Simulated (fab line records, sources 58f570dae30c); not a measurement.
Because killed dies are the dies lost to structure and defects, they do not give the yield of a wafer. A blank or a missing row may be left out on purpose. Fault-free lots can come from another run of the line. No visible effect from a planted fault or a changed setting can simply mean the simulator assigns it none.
Which of the tools did it? + flow berkeley-cmos170 + 42 wafers from 14 lots sampled at 5 of the route's 331 steps

WHAT THE GAUGES SHOWED, per wafer
UCB170_PLDD_TW_MEAS_11.
| lot  | measured     | on            | PLDD_TW        |
|------|--------------|---------------|----------------|
| L478 | day 6 10:14  | film-metro-02 | 1008 1013 1009 |
| L479 | day 6 14:37  | film-metro-04 | 1010 1004 998  |
| L480 | day 6 14:43  | film-metro-04 | 1014 1007 1011 |
| L482 | day 7 01:06  | film-metro-03 | 1014 1013 1007 |
| L484 | day 7 02:07  | film-metro-03 | 1008 1010 1010 |
| L485 | day 7 14:11  | film-metro-03 | 1013 1014 1008 |
| L491 | day 8 19:03  | film-metro-02 | 999 994 998    |
| L490 | day 8 18:55  | film-metro-03 | 1004 1006 1009 |
| L493 | day 9 03:14  | film-metro-04 | 1007 1003 1003 |
| L498 | day 10 05:25 | film-metro-04 | 1005 998 999   |
| L500 | day 10 05:29 | film-metro-03 | 1003 1004 1009 |
| L495 | day 10 05:43 | film-metro-03 | 1006 1007 1003 |
| L496 | day 10 06:19 | film-metro-03 | 1005 1004 1003 |
| L501 | day 10 11:03 | film-metro-02 | 1007 1010 1015 |

UCB170_NLDD_TW_MEAS_11.
| lot  | measured     | on            | NLDD_TW        |
|------|--------------|---------------|----------------|
| L478 | day 6 12:10  | film-metro-03 | 2228 2224 2228 |
| L479 | day 6 16:22  | film-metro-02 | 2207 2228 2212 |
| L480 | day 6 16:38  | film-metro-04 | 2213 2202 2210 |
| L482 | day 7 03:28  | film-metro-04 | 2204 2202 2188 |
| L484 | day 7 04:17  | film-metro-03 | 2220 2230 2225 |
| L485 | day 7 16:07  | film-metro-03 | 2204 2230 2231 |
| L491 | day 8 21:08  | film-metro-03 | 2218 2203 2210 |
| L490 | day 8 21:03  | film-metro-04 | 2211 2219 2212 |
| L493 | day 9 05:38  | film-metro-03 | 2218 2218 2223 |
| L498 | day 10 08:04 | film-metro-04 | 2200 2203 2219 |
| L500 | day 10 08:08 | film-metro-03 | 2204 2224 2198 |
| L495 | day 10 08:26 | film-metro-03 | 2217 2213 2210 |
| L496 | day 10 09:13 | film-metro-04 | 2202 2199 2216 |
| L501 | day 10 13:23 | film-metro-03 | 2204 2209 2219 |

UCB170_NSD_CD_MEAS_06: the cd target is 1200 nm.
| lot  | measured     | on        | cd-nm (nm)           |
|------|--------------|-----------|----------------------|
| L478 | day 7 00:29  | cd-sem-02 | 1198.9 1200.6 1199.3 |
| L479 | day 7 00:40  | cd-sem-02 | 1202.0 1200.8 1200.1 |
| L480 | day 7 00:55  | cd-sem-02 | 1201.8 1200.5 1201.1 |
| L482 | day 7 11:10  | cd-sem-02 | 1198.0 1197.5 1198.8 |
| L484 | day 7 10:55  | cd-sem-01 | 1199.9 1201.9 1201.5 |
| L485 | day 7 23:10  | cd-sem-01 | 1202.2 1202.2 1200.9 |
| L491 | day 9 04:58  | cd-sem-02 | 1200.8 1200.3 1201.4 |
| L490 | day 9 04:32  | cd-sem-01 | 1199.5 1199.8 1200.4 |
| L493 | day 9 14:01  | cd-sem-02 | 1196.8 1196.9 1197.6 |
| L498 | day 10 16:48 | cd-sem-02 | - - -                |
| L500 | day 10 17:14 | cd-sem-01 | - - -                |
| L495 | day 10 17:32 | cd-sem-01 | 1203.1 1203.1 1202.8 |
| L496 | day 10 19:03 | cd-sem-01 | 1199.3 1199.4 1199.1 |
| L501 | day 10 21:18 | cd-sem-01 | 1199.6 1198.5 1198.8 |

EACH LOT AND THE TOOL THAT RAN IT (in order: tool; ch and the chambers of the sampled wafers; start)
| lot  | UCB170_GATE_ETCH_15              | UCB170_NSD_COAT_01                |
|------|----------------------------------|-----------------------------------|
| L478 | rie-si-02 ch 0,1,2, day 6 08:04  | litho-track-01 ch 0, day 6 22:45  |
| L479 | rie-si-01 ch 0,2,3, day 6 12:32  | litho-track-04 ch 0, day 6 23:02  |
| L480 | rie-si-02 ch 0,1,3, day 6 12:46  | litho-track-04 ch 0, day 6 23:28  |
| L482 | rie-si-02 ch 0,1,3, day 6 22:06  | litho-track-02 ch 0, day 7 10:02  |
| L484 | rie-si-02 ch 0,1, day 6 22:28    | litho-track-01 ch 0, day 7 09:56  |
| L485 | rie-si-01 ch 0,2,3, day 7 11:16  | litho-track-04 ch 0, day 7 22:29  |
| L491 | rie-si-01 ch 0,2,3, day 8 15:38  | litho-track-01 ch 0, day 9 03:40  |
| L490 | rie-si-02 ch 2,3, day 8 15:53    | litho-track-04 ch 0, day 9 03:15  |
| L493 | rie-si-01 ch 0,2,3, day 9 01:17  | litho-track-01 ch 0, day 9 12:38  |
| L498 | rie-si-01 ch 0,2, day 10 02:19   | litho-track-04, day 10 14:53      |
| L500 | rie-si-02 ch 0,2,3, day 10 02:22 | litho-track-01, day 10 15:13      |
| L495 | rie-si-01 ch 0,3, day 10 02:41   | litho-track-04 ch 0, day 10 15:48 |
| L496 | rie-si-02 ch 0,3, day 10 02:56   | litho-track-04 ch 0, day 10 17:56 |
| L501 | rie-si-01 ch 0,1,2, day 10 09:01 | litho-track-04 ch 0, day 10 20:29 |
- UCB170_GATE_ETCH_15: etches poly-Si in HBr/Cl2, stops on SiO2, time 56.3 s, target depth 278.2 nm.
- UCB170_NSD_COAT_01: resist thk 900 nm.

AS READ BY THE TOOLS THEMSELVES (means over the sampled wafers that have a number; for cases with no such wafer, the mark the record gives instead)
UCB170_GATE_ETCH_15.
| lot  | tool      | HBr_flow_sccm (sccm) | drypump-motor-current-A (A) | oes-product-au (a.u.) | throttle-valve-pct (%) |
|------|-----------|----------------------|-----------------------------|-----------------------|------------------------|
| L478 | rie-si-02 | 149.9                | 6.0                         | 0.823                 | 26.33                  |
| L479 | rie-si-01 | 150.2                | 6.0                         | 0.843                 | 26.59                  |
| L480 | rie-si-02 | 149.8                | 6.1                         | 0.826                 | 26.44                  |
| L482 | rie-si-02 | 149.9                | 6.1                         | 0.817                 | 26.44                  |
| L484 | rie-si-02 | 149.7                | 6.4                         | 0.829                 | 26.47                  |
| L485 | rie-si-01 | 150.2                | 6.0                         | 0.842                 | 26.59                  |
| L491 | rie-si-01 | 150.4                | 6.0                         | 0.849                 | 26.58                  |
| L490 | rie-si-02 | 150.4                | 5.9                         | 0.833                 | 26.26                  |
| L493 | rie-si-01 | 150.1                | 6.0                         | 0.845                 | 26.59                  |
| L498 | rie-si-01 | 150.0                | 5.4                         | 0.844                 | 26.38                  |
| L500 | rie-si-02 | 150.1                | 5.8                         | 0.826                 | 26.30                  |
| L495 | rie-si-01 | 150.3                | 6.3                         | 0.842                 | 26.66                  |
| L496 | rie-si-02 | 150.4                | 5.8                         | 0.836                 | 26.46                  |
| L501 | rie-si-01 | 149.4                | 5.6                         | 0.842                 | 26.37                  |

UCB170_NSD_COAT_01.
| lot  | tool           | chill-plate-temp-C (C) | dispense-pressure-kPa (kPa) |
|------|----------------|------------------------|-----------------------------|
| L478 | litho-track-01 | 22.86                  | 47                          |
| L479 | litho-track-04 | 22.93                  | 59                          |
| L480 | litho-track-04 | 22.92                  | 59                          |
| L482 | litho-track-02 | 22.92                  | 59                          |
| L484 | litho-track-01 | 23.04                  | 47                          |
| L485 | litho-track-04 | 23.01                  | 59                          |
| L491 | litho-track-01 | 23.06                  | 47                          |
| L490 | litho-track-04 | 23.09                  | 59                          |
| L493 | litho-track-01 | 23.07                  | 47                          |
| L498 | litho-track-04 | -                      | -                           |
| L500 | litho-track-01 | -                      | -                           |
| L495 | litho-track-04 | 22.99                  | 59                          |
| L496 | litho-track-04 | 23.05                  | 59                          |
| L501 | litho-track-04 | 22.88                  | 59                          |

THE ANSWER, worked out from the rows above alone
Rule: the usual values come from the lots themselves. The widest of any qualifying gaps counts: lots, ordered by their means at a reading, are off when they make up no more than a third of the lots, leave a main group of 4 or more, and stand apart from it by 3 or more times the standard deviation of that group's means. A main group whose means are all the same, to the digits that the tables above print for the reading, isn't used. Also off: a lot with no number at a reading for which 4 or more lots have one. All remaining lots with rows at the step are treated as sound. After the gauges, taken in route order, come the tools' own readings; for these a lot's mean is taken, as printed above. At the first step where some lot is off, the reading lying furthest off is the one used; lots without a number count as furthest.
Off at UCB170_NSD_CD_MEAS_06 (cd-nm): L498, L500. Without a number there: L498, L500. For the main group the mean is 1200.1 nm and the standard deviation 1.6.
A tool fits if, at a process step before that reading, it ran every lot that is off, and no sound lot after the first of them. Not tried: the gauges at UCB170_NSD_CD_MEAS_06; whatever is off there is also off at UCB170_NSD_COAT_01, on other tools, and gauge error can't account for it. None of those tried fits.

WHAT HAD BEEN PUT IN BY THE SIMULATOR
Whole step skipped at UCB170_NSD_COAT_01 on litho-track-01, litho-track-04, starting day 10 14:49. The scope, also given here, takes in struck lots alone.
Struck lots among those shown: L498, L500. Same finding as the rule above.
